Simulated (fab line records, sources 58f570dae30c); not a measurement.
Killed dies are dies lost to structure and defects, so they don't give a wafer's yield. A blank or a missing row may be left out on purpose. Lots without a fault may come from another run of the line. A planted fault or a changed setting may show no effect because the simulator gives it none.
Which tool did it? | flow berkeley_cmos170 | 14 lots, 42 wafers sampled, at 3 steps of a route of 331

WHAT THE GAUGES READ, wafer by wafer
UCB170_M3_CD_MEAS_90: target cd 700 nm.
lot  | measured     | on        | cd_nm (nm)
L635 | day 8 08:16  | cd_sem-01 | 701.3 701.7 702.7
L636 | day 8 20:07  | cd_sem-01 | 695.0 696.1 696.4
L637 | day 10 00:32 | cd_sem-02 | 699.3 698.8 699.1
L639 | day 10 00:37 | cd_sem-01 | 702.9 702.9 699.2
L638 | day 10 03:40 | cd_sem-01 | 699.3 698.9 701.3
L641 | day 10 09:50 | cd_sem-02 | 698.9 698.8 696.1
L648 | day 11 10:05 | cd_sem-01 | 693.4 693.9 702.8
L647 | day 11 10:50 | cd_sem-01 | 690.3 690.2 700.6
L650 | day 12 11:50 | cd_sem-01 | 698.5 698.7 697.5
L649 | day 12 12:26 | cd_sem-01 | 686.3 700.0 688.1
L653 | day 12 17:59 | cd_sem-01 | 696.9 705.8 698.3
L652 | day 12 18:22 | cd_sem-02 | 698.1 699.3 698.3
L654 | day 13 07:03 | cd_sem-02 | 697.8 700.1 697.8
L657 | day 13 22:40 | cd_sem-02 | 699.1 696.7 697.9

WHICH TOOL RAN EACH LOT (tool, then ch and the chambers of the sampled wafers, then the start)
lot  | UCB170_M3_METAL_ETCH_18           | UCB170_M3_STRIP_19
L635 | rie_metal-03 ch 0,1, day 8 07:55  | plasma_asher-04 ch 0,1, day 8 08:06
L636 | rie_metal-04 ch 0, day 8 19:40    | plasma_asher-04 ch 0,1, day 8 19:59
L637 | rie_metal-01 ch 0,1, day 10 00:14 | plasma_asher-04 ch 0,1, day 10 00:25
L639 | rie_metal-04 ch 1, day 10 00:16   | plasma_asher-02 ch 0,1, day 10 00:28
L638 | rie_metal-03 ch 1, day 10 03:07   | plasma_asher-04 ch 0,1, day 10 03:32
L641 | rie_metal-04 ch 0,1, day 10 09:32 | plasma_asher-04 ch 0,1, day 10 09:43
L648 | rie_metal-04 ch 0,1, day 11 09:48 | plasma_asher-03 ch 0,1, day 11 09:59
L647 | rie_metal-01 ch 0,1, day 11 10:34 | plasma_asher-02 ch 0,1, day 11 10:44
L650 | rie_metal-04 ch 0, day 12 11:26   | plasma_asher-03 ch 0,1, day 12 11:43
L649 | rie_metal-01 ch 0,1, day 12 12:08 | plasma_asher-04 ch 0,1, day 12 12:20
L653 | rie_metal-03 ch 0,1, day 12 17:43 | plasma_asher-02 ch 0,1, day 12 17:53
L652 | rie_metal-04 ch 0,1, day 12 18:05 | plasma_asher-04 ch 0,1, day 12 18:16
L654 | rie_metal-04 ch 0,1, day 13 06:45 | plasma_asher-02 ch 0,1, day 13 06:56
L657 | rie_metal-03 ch 0,1, day 13 22:23 | plasma_asher-02 ch 0,1, day 13 22:34
- UCB170_M3_METAL_ETCH_18: etches Al in Cl2/BCl3, stops on SiO2, target depth 1170 nm, time 195 s.
- UCB170_M3_STRIP_19: strips in O2.

WHAT THE TOOLS THEMSELVES READ (means of the sampled wafers that have a number; where no wafer has one, the mark that the record gives instead)
UCB170_M3_METAL_ETCH_18.
lot  | tool         | bias_w (W) | drypump_motor_current_A (A) | oes_product_au (a.u.) | rf_fwd_power_W (W) | throttle_valve_pct (%)
L635 | rie_metal-03 | 120.1      | 5.5                         | 0.841                 | 597.2              | 24.38
L636 | rie_metal-04 | 119.7      | 5.1                         | 0.855                 | 599.3              | 24.59
L637 | rie_metal-01 | 120.1      | 6.0                         | 0.850                 | 597.7              | 24.48
L639 | rie_metal-04 | 120.0      | 5.7                         | 0.864                 | 597.5              | 24.30
L638 | rie_metal-03 | 119.9      | 5.9                         | 0.849                 | 596.4              | 24.25
L641 | rie_metal-04 | 120.0      | 5.5                         | 0.861                 | 596.0              | 24.40
L648 | rie_metal-04 | 120.0      | 5.3                         | 0.855                 | 597.0              | 24.51
L647 | rie_metal-01 | 120.5      | 6.0                         | 0.853                 | 596.3              | 24.67
L650 | rie_metal-04 | 120.2      | 5.1                         | 0.854                 | 598.0              | 24.59
L649 | rie_metal-01 | 120.1      | 6.0                         | 0.845                 | 597.4              | 24.67
L653 | rie_metal-03 | 119.8      | 5.5                         | 0.846                 | 597.0              | 24.37
L652 | rie_metal-04 | 120.2      | 5.3                         | 0.865                 | 598.8              | 24.55
L654 | rie_metal-04 | 120.1      | 5.3                         | 0.859                 | 597.6              | 24.54
L657 | rie_metal-03 | 120.1      | 5.5                         | 0.839                 | 597.5              | 24.36

UCB170_M3_STRIP_19.
lot  | tool            | drypump_motor_current_A (A) | oes_product_au (a.u.)
L635 | plasma_asher-04 | 6.26                        | 0.568
L636 | plasma_asher-04 | 6.26                        | 0.516
L637 | plasma_asher-04 | 6.26                        | 0.540
L639 | plasma_asher-02 | 6.04                        | 0.526
L638 | plasma_asher-04 | 6.16                        | 0.549
L641 | plasma_asher-04 | 6.26                        | 0.532
L648 | plasma_asher-03 | 6.29                        | 0.524
L647 | plasma_asher-02 | 5.86                        | 0.445
L650 | plasma_asher-03 | 6.09                        | 0.530
L649 | plasma_asher-04 | 6.26                        | 0.438
L653 | plasma_asher-02 | 5.86                        | 0.554
L652 | plasma_asher-04 | 6.26                        | 0.528
L654 | plasma_asher-02 | 6.05                        | 0.523
L657 | plasma_asher-02 | 6.05                        | 0.555

THE ANSWER, worked out from the rows above alone
Rule: what is usual is taken from the lots themselves. Put in order of their means at a reading, lots are off if they are a third of the lots or fewer, leave a main group of 4 or more, and stand apart from it by a gap of 3 or more times the standard deviation of the main group's means; of several such gaps the widest counts. A main group whose means are all the same, to the digits that the tables above print for the reading, isn't used. A lot without any number at a reading at which 4 lots or more have one is off too. The other lots that the step has rows for count as sound. The gauges are gone through in route order, then the tools' own readings, and for those a lot's mean is taken as printed above. The first step at which some lot is off is used, and at that step the reading that is off furthest; a lot without a number counts as furthest.
Off: L647, L649, at UCB170_M3_STRIP_19 (oes_product_au). The main group: mean 0.537 a.u., standard deviation 0.015.
A tool fits if, at that step or a process step before it, it ran every lot that is off, and no sound lot after the first of them. One fits: rie_metal-01 at UCB170_M3_METAL_ETCH_18. Its last sound lot is L637 (day 10 00:14), its first lot that is off L647 (day 11 10:34): a fault that began between those two fits.

WHAT THE SIMULATOR HAD PUT IN
Process parameter drift: rie_metal-01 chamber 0, from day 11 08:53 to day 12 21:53, at UCB170_M3_METAL_ETCH_18. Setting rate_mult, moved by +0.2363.
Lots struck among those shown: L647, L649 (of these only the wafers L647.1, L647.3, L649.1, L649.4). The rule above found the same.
